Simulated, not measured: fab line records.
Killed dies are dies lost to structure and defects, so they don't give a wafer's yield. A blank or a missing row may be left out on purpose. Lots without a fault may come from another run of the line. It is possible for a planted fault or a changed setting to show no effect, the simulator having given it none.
fab line records | flow rit-cmos
record lots=5 wafers=23
route steps=202 shown CONTACT@168 M1@184
start-h: start of the lot's first displayed wafer, in hours after the record's first day | wait-h: hours elapsed since this lot's preceding step | " unchanged from the row above | L1.1+2: one row covering several wafers at once | - value missing, or start not given | * or withheld: withheld | < > ~ a bound
route shown NAME@n: names a module that has steps shown in the file, with the first one's number in the route | usual: the fault-free wafers' mean and standard deviation | same: alike in all rows | chamber/n: place in a boat | sites: per-site readings | _std_site: their standard deviation | _edge_site: inner sites' mean taken away from outer sites' mean | radius-mm: for every site, how far away it sits from the centre of the wafer | mask NAME#n: copy n | behind: tool/chamber where the wafer was last shaped | hold: why the lot was held/for how many hours/how that ended | device: the transistor (n, p or np) that didn't switch | end of line: the same wafers' tests at the end of the route | where a step has no rows: the recipe by itself | killed: count of dies lost to structure and defects at first sort (not the wafer's yield) | map: a wafer's dies, x killed, . not, _ none there
set.NAME: the setting that was run; set.NAME@STEP: the one run at that earlier step | model.NAME: the simulator's own value behind a step, which no gauge read
one table per step and one row per wafer, for lots whose settings were changed on purpose
## steps
# step RIT_CONTACT_CVD_00
# recipe material=SiO2 target-thk-nm=400 precursor=TEOS temp-c=390 time-s=61 rf-w=400
# columns lot.wafer tool chamber start-h wait-h set.time-s model.SiO2_of_CONTACT_CVD_00.thk-nm
L074.1 pecvd-03 1 57.60 0.1 64.27 415.2
L074.2 " 2 " " 64.27 417.1
L074.4 " 0 " " 64.27 419.6
L074.5 " 2 " " 61 398.7
L074.6 " 1 " " 61 401.3
L078.1 pecvd-04 0 75.52 0.1 61 398.3
L078.2 " 1 " " 57.8 378.3
L078.3 " 2 " " 61 399.5
L078.5 " 1 " " 57.8 383.5
L078.6 " 0 " " 57.8 383
L080.1 pecvd-03 2 83.05 0.1 65.13 422.4
L080.2 " 0 " " 61 397
L080.3 " 1 " " 65.13 423.5
L080.5 " 2 " " 61 404.2
L080.6 " 1 " " 61 401.9
L081.3 pecvd-04 0 91.89 0.1 61 391.5
L081.4 " 2 " " 61 391.9
L081.6 " 2 " " 61 399.8
L083.1 pecvd-03 2 100.62 0.1 61 400.1
L083.2 " 1 " " 56.9 369.3
L083.3 " 0 " " 61 406.3
L083.5 " 2 " " 56.9 375.5
L083.6 " 1 " " 61 403.8
# step RIT_CONTACT_THK_MEAS_01
# recipe reads=SiO2_of_CONTACT_CVD_00
# usual CONTACT_TEOS_THK=400/4.7
# columns lot.wafer tool chamber start-h wait-h set.time-s@CONTACT_CVD_00 CONTACT_TEOS_THK[nm]
L074.1 film-metro-02 - 57.65 0.0 64.27 416
L074.2 " - " " 64.27 417
L074.4 " - " " 64.27 419
L074.5 " - " " 61 399
L074.6 " - " " 61 401
L078.1 film-metro-04 - 75.57 0.0 61 398
L078.2 " - " " 57.8 378
L078.3 " - " " 61 399
L078.5 " - " " 57.8 383
L078.6 " - " " 57.8 383
L080.1 film-metro-03 - 83.10 0.0 65.13 422
L080.2 " - " " 61 397
L080.3 " - " " 65.13 423
L080.5 " - " " 61 404
L080.6 " - " " 61 402
L081.3 film-metro-02 - 91.96 0.0 61 391
L081.4 " - " " 61 392
L081.6 " - " " 61 400
L083.1 film-metro-02 - 100.67 0.0 61 400
L083.2 " - " " 56.9 370
L083.3 " - " " 61 406
L083.5 " - " " 56.9 376
L083.6 " - " " 61 404
# step RIT_CONTACT_EXPOSE_05
# recipe mask-id=M11 na=0.6 source-shape=conventional sigma-outer=0.5 target-cd-nm=1000 dose-mj=250
# columns lot.wafer tool chamber start-h wait-h mask set.dose-mj
L074.1+6 iline-stepper-02 0 58.30 0.3 M11#0 232.3
L074.2+4+5 " 0 " " M11#0 250
L078.1+2+3+5+6 iline-stepper-01 0 76.21 0.2 M11#0 250
L080.1+5+6 iline-stepper-01 0 83.61 0.1 M11#0 250
L080.2+3 " 0 " " M11#0 239.1
L081.3+4+6 iline-stepper-02 0 92.67 0.2 M11#0 250
L083.1+2+3 iline-stepper-02 0 101.45 0.4 M11#0 237.9
L083.5+6 " 0 " " M11#0 250
# step RIT_CONTACT_PEB_06
# recipe resist=NOVOLAK temp-c=withheld time-s=withheld
# step RIT_CONTACT_DEVELOP_07
# recipe resist=NOVOLAK develop-time-s=120 dev-temp-c=23
# step RIT_CONTACT_CD_MEAS_08
# recipe target-cd-nm=1000
# usual cd-nm=999.9/2.1
# columns lot.wafer tool chamber start-h wait-h set.dose-mj@CONTACT_EXPOSE_05 cd-nm
L074.1 cd-sem-02 - 58.82 - 232.3 981.1
L074.2 " - " " 250 1001.2
L074.4 " - " " 250 1002.3
L074.5 " - " " 250 1002.2
L074.6 " - " " 232.3 979.9
L078.1 cd-sem-02 - 76.72 - 250 997.7
L078.2 " - " " 250 994.4
L078.3 " - " " 250 996.6
L078.5 " - " " 250 996.1
L078.6 " - " " 250 998.0
L080.1 cd-sem-02 - 84.13 - 250 999.5
L080.2 " - " " 239.1 987.2
L080.3 " - " " 239.1 988.5
L080.5 " - " " 250 1001.8
L080.6 " - " " 250 1001.9
L081.3 cd-sem-02 - 93.38 - 250 1004.2
L081.4 " - " " 250 1000.7
L081.6 " - " " 250 1002.1
L083.1 cd-sem-01 - 101.97 - 237.9 983.6
L083.2 " - " " 237.9 981.7
L083.3 " - " " 237.9 983.9
L083.5 " - " " 250 997.3
L083.6 " - " " 250 996.8
# step RIT_CONTACT_HARDBAKE_10
# recipe resist=NOVOLAK temp-c=140 time-s=60
# step RIT_CONTACT_ETCH_11
# recipe target-depth-a=4800 over-etch-frac=0.2 stop-on=TiSi2 chemistry=CHF3/CF4/Ar target=SiO2 CHF3_flow_sccm=50 cf4-flow-sccm=10 Ar_flow_sccm=100 O2_flow_sccm=5 pressure-mtorr=100 rf-w=200 time-s=320
# columns lot.wafer tool chamber start-h wait-h set.time-s@CONTACT_CVD_00 set.dose-mj@CONTACT_EXPOSE_05 model.CONTACT.cd-nm model.etch.depth-nm model.CONTACT.feature-depth-nm
L074.1 rie-diel-02 2 59.36 0.1 64.27 232.3 981.3 415.2 415.2
L074.2 " 3 " " 64.27 250 1001 417.1 417.1
L074.4 " 0 " " 64.27 250 1002 419.6 419.6
L074.5 " 1 " " 61 250 1002 398.7 398.7
L074.6 " 2 " " 61 232.3 980 401.3 401.3
L078.1 rie-diel-03 0 77.03 0.1 61 250 997.9 398.3 398.3
L078.2 " 1 " " 57.8 250 994.5 378.3 378.3
L078.3 " 2 " " 61 250 996.5 399.5 399.5
L078.5 " 3 " " 57.8 250 996.5 383.5 383.5
L078.6 " 0 " " 57.8 250 998.1 383 383
L080.1 rie-diel-02 0 84.43 0.1 65.13 250 999.2 422.4 422.4
L080.2 " 1 " " 61 239.1 987.5 397 397
L080.3 " 2 " " 65.13 239.1 988.6 423.5 423.5
L080.5 " 3 " " 61 250 1001 404.2 404.2
L080.6 " 2 " " 61 250 1002 401.9 401.9
L081.3 rie-diel-01 3 93.64 0.1 61 250 1004 391.5 391.5
L081.4 " 0 " " 61 250 1001 391.9 391.9
L081.6 " 0 " " 61 250 1002 399.8 399.8
L083.1 rie-diel-02 2 102.36 0.1 61 237.9 983.6 400.1 400.1
L083.2 " 0 " " 56.9 237.9 982.1 369.3 369.3
L083.3 " 3 " " 61 237.9 983.2 406.3 406.3
L083.5 " 3 " " 56.9 250 997.1 375.5 375.5
L083.6 " 2 " " 61 250 997 403.8 403.8
# step RIT_CONTACT_STRIP_12
# recipe chemistry=O2 time-s=180 resist=NOVOLAK platen-temp-c=withheld power-w=500 pressure-mtorr=4000 o2-flow-sccm=4000
# step RIT_CONTACT_CD_MEAS_90
# recipe target-cd-nm=1000
# usual cd-nm=999.9/2.1
# columns lot.wafer tool chamber start-h wait-h set.dose-mj@CONTACT_EXPOSE_05 cd-nm
L074.1 cd-sem-02 - 59.73 0.1 232.3 981.2
L074.2 " - " " 250 1001.0
L074.4 " - " " 250 1002.3
L074.5 " - " " 250 1002.0
L074.6 " - " " 232.3 979.9
L078.1 cd-sem-01 - 77.40 0.1 250 997.7
L078.2 " - " " 250 994.5
L078.3 " - " " 250 996.8
L078.5 " - " " 250 996.4
L078.6 " - " " 250 998.1
L080.1 cd-sem-01 - 84.80 0.1 250 999.0
L080.2 " - " " 239.1 987.6
L080.3 " - " " 239.1 988.7
L080.5 " - " " 250 1001.6
L080.6 " - " " 250 1001.8
L081.3 cd-sem-01 - 94.05 0.1 250 1003.6
L081.4 " - " " 250 1000.8
L081.6 " - " " 250 1001.2
L083.1 cd-sem-01 - 102.73 0.1 237.9 983.6
L083.2 " - " " 237.9 982.1
L083.3 " - " " 237.9 982.9
L083.5 " - " " 250 997.4
L083.6 " - " " 250 996.9
# step RIT_M1_SPUTTER_00
# recipe material=Al target-thk-nm=400 power-w=2000 chamber-pressure-pa=0.4 gas=Ar time-s=500 substrate-temp-c=25
# columns lot.wafer tool chamber start-h wait-h set.chamber-pressure-pa model.Al_of_M1_SPUTTER_00.thk-nm
L074.1 pvd-sputter-02 - 60.24 0.0 0.4 395.4
L074.2 " - " " 0.4 397.3
L074.4 " - " " 0.4 398
L074.5 " - " " 0.4 392.4
L074.6 " - " " 0.4 392.8
L078.1 pvd-sputter-03 - 77.89 0.0 0.4 396.2
L078.2 " - " " 0.4 398
L078.3 " - " " 0.4 400.7
L078.5 " - " " 0.4 401.4
L078.6 " - " " 0.4 399.5
L080.1 pvd-sputter-01 - 85.29 0.0 0.45 395.5
L080.2 " - " " 0.45 387.3
L080.3 " - " " 0.45 390.1
L080.5 " - " " 0.45 393.1
L080.6 " - " " 0.45 392.7
L081.3 pvd-sputter-02 - 94.48 0.0 0.4 398.7
L081.4 " - " " 0.4 395.1
L081.6 " - " " 0.4 397
L083.1 pvd-sputter-03 - 103.20 0.0 0.3434 412.9
L083.2 " - " " 0.3434 413.3
L083.3 " - " " 0.3434 416.4
L083.5 " - " " 0.3434 415.4
L083.6 " - " " 0.3434 417.2
# step RIT_M1_SOFTBAKE_05
# recipe resist=NOVOLAK temp-c=90 time-s=60
# columns lot.wafer tool chamber start-h wait-h set.temp-c
L074.1+4 litho-track-03 0 61.01 0.1 88.79
L074.2+5+6 " 0 " " 90
L078.1+2+3+5+6 litho-track-04 0 78.66 0.1 90
L080.1+6 litho-track-04 0 86.06 0.1 86.64
L080.2+3+5 " 0 " " 90
L081.3+4+6 litho-track-04 0 95.31 0.1 90
L083.1+5 litho-track-04 0 103.97 0.1 87.55
L083.2+3+6 " 0 " " 90
# step RIT_M1_EXPOSE_06
# recipe mask-id=M12 na=0.6 source-shape=conventional sigma-outer=0.5 target-cd-nm=2600 dose-mj=250
# step RIT_M1_PEB_07
# recipe resist=NOVOLAK temp-c=withheld time-s=withheld
# step RIT_M1_DEVELOP_08
# recipe resist=NOVOLAK develop-time-s=68 dev-temp-c=23
# columns lot.wafer tool chamber start-h wait-h set.temp-c@M1_SOFTBAKE_05 model.NOVOLAK_of_M1_COAT_04.thk-nm
L074.1 litho-track-03 0 - - 88.79 1304
L074.2 " 0 " " 90 1304
L074.4 " 0 " " 88.79 1306
L074.5 " 0 " " 90 1303
L074.6 " 0 " " 90 1302
L078.1+2+6 litho-track-01 0 - - 90 1298
L078.3 " 0 " " 90 1303
L078.5 " 0 " " 90 1296
L080.1 litho-track-03 0 - - 86.64 1319
L080.2 " 0 " " 90 1305
L080.3+5 " 0 " " 90 1302
L080.6 " 0 " " 86.64 1314
L081.3 litho-track-04 0 - - 90 1306
L081.4 " 0 " " 90 1300
L081.6 " 0 " " 90 1298
L083.1 litho-track-01 0 - - 87.55 1315
L083.2 " 0 " " 90 1305
L083.3 " 0 " " 90 1308
L083.5 " 0 " " 87.55 1317
L083.6 " 0 " " 90 1310
# step RIT_M1_METAL_ETCH_12
# recipe stop-on=SiO2 chemistry=Cl2/BCl3 target=Al time-s=165 over-etch-frac=0.5 pressure-mtorr=100 target-depth-a=6000 rf-w=250 Cl2_flow_sccm=60 bcl3-flow-sccm=50
# columns lot.wafer tool chamber start-h wait-h set.rf-w model.NOVOLAK_of_M1_COAT_04.thk-nm
L074.1 rie-metal-02 1 62.33 0.2 250 799.4
L074.2 " 0 " " 250 807
L074.4 " 0 " " 250 806.4
L074.5 " 1 " " 250 801.1
L074.6 " 0 " " 250 807.7
L078.1 rie-metal-03 0 79.70 0.2 258.5 800.1
L078.2 " 1 " " 250 805
L078.3 " 1 " " 258.5 799.1
L078.5 " 1 " " 258.5 792.7
L078.6 " 0 " " 250 807.7
L080.1 rie-metal-02 0 87.17 0.2 250 812.4
L080.2 " 1 " " 265.1 786.4
L080.3 " 1 " " 250 802
L080.5 " 0 " " 250 808.1
L080.6 " 1 " " 265.1 784.2
L081.3 rie-metal-03 1 96.42 0.2 250 811.1
L081.4 " 0 " " 250 805.3
L081.6 " 0 " " 250 807.2
L083.1 rie-metal-02 0 105.08 0.2 250 813.5
L083.2 " 1 " " 264.4 789.5
L083.3 " 0 " " 250 815.4
L083.5 " 0 " " 250 815.5
L083.6 " 1 " " 264.4 791.3
## key
split step=RIT_CONTACT_CVD_00 setting=time-s stated=61 by=wafer
response step=RIT_CONTACT_CVD_00 reading=model.SiO2_of_CONTACT_CVD_00.thk-nm change=+3.67 per=1% r=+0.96
response step=RIT_CONTACT_THK_MEAS_01 reading=CONTACT_TEOS_THK change=+3.65 per=1% r=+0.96
response step=RIT_CONTACT_ETCH_11 reading=model.etch.depth-nm change=+3.67 per=1% r=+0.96
response step=RIT_CONTACT_ETCH_11 reading=model.CONTACT.feature-depth-nm change=+3.67 per=1% r=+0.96
split step=RIT_CONTACT_EXPOSE_05 setting=dose-mj stated=250 by=wafer
response step=RIT_CONTACT_CD_MEAS_08 reading=cd-nm change=+2.99 per=1% r=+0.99
response step=RIT_CONTACT_ETCH_11 reading=model.CONTACT.cd-nm change=+2.97 per=1% r=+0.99
response step=RIT_CONTACT_CD_MEAS_90 reading=cd-nm change=+2.97 per=1% r=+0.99
split step=RIT_M1_SPUTTER_00 setting=chamber-pressure-pa stated=0.4 by=lot
response step=RIT_M1_SPUTTER_00 reading=model.Al_of_M1_SPUTTER_00.thk-nm change=-0.89 per=1% r=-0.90
split step=RIT_M1_SOFTBAKE_05 setting=temp-c stated=90 by=wafer
response step=RIT_M1_DEVELOP_08 reading=model.NOVOLAK_of_M1_COAT_04.thk-nm change=-3.38 per=1% r=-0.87
split step=RIT_M1_METAL_ETCH_12 setting=rf-w stated=250 by=wafer
response step=RIT_M1_METAL_ETCH_12 reading=model.NOVOLAK_of_M1_COAT_04.thk-nm change=-3.77 per=1% r=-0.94
